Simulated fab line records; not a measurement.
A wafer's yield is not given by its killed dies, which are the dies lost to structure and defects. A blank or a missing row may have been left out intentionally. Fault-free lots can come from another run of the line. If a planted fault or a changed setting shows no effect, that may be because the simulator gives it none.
A single fault, viewed from 2 desks / flow rit cmos / only its own numbers are on each desk; what lay behind them is given at the end

## AT THE METROLOGY DESK
Lot by lot, what the gauges showed, no matter which tool ran the lot: averages of those sampled wafers that carry a number. A lot is out of limits, marked OUT, if its mean lies more than 4 standard deviations from the usual mean; the brackets give that distance.
Columns: A = FOX2_OXIDE_THK at RIT_FOX2_THK_MEAS_01, usual 352 nm; B = FIELD_OXIDE_LEFT_1_THK at RIT_FOX2_THK_MEAS_90, usual 325 nm; C = NWELL_OVL at RIT_NWELL_OVL_MEAS_06, usual 1.8 nm
lot=L802; first seen here=day 1 18:22; A=346; B=319; C=2.2
lot=L807; first seen here=day 2 19:22; A=345; B=318; C=0.5
lot=L816; first seen here=day 4 16:35; A=350; B=323; C=1.6
lot=L817; first seen here=day 4 22:52; A=352; B=324; C=-0.3
lot=L821; first seen here=day 5 19:51; A=359; B=332; C=0.4
lot=L825; first seen here=day 6 15:39; A=348; B=320; C=2.8
This desk's finding: nothing out of limits on any of the 6 lots.

## AT THE TOOL OWNER'S DESK: implanter-03
For each lot that ran on this tool, the mean over its sampled wafers that have a number, from the tool's own readings at RIT_NWELL_IMPLANT_08. A lot is out of limits, marked OUT, if its mean lies more than 4 standard deviations from the usual mean; the brackets give that distance.
Columns: A = beam energy keV at RIT_NWELL_IMPLANT_08, usual 169.99
lot=L807; first seen here=day 2 21:35; A=170.02
lot=L816; first seen here=day 4 18:50; A=162.72 (-99 or more) OUT
lot=L817; first seen here=day 5 01:47; A=162.72 (-99 or more) OUT
This desk's verdict: out of limits on L816, L817, starting with L816 at day 4 18:50 (beam energy keV at RIT_NWELL_IMPLANT_08). Within limits: L807.

## TAKEN TOGETHER
The tool owner's desk had the chance to raise an alarm at day 4 18:50 on L816, L817.
The metrology desk saw nothing out of limits.
The metrology desk has L816, L817 on record, within its limits.
Of the lots named, all ran RIT_NWELL_IMPLANT_08 on implanter-03.

## WHAT THE SIMULATOR HAD PUT IN
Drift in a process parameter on implanter-03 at RIT_NWELL_IMPLANT_08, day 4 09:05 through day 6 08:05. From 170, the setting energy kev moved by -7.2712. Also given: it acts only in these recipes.
Lots struck among those shown: L816, L817.
How many hours passed from the start of the fault until each desk's first out-of-limits reading: the tool owner's desk, 10.
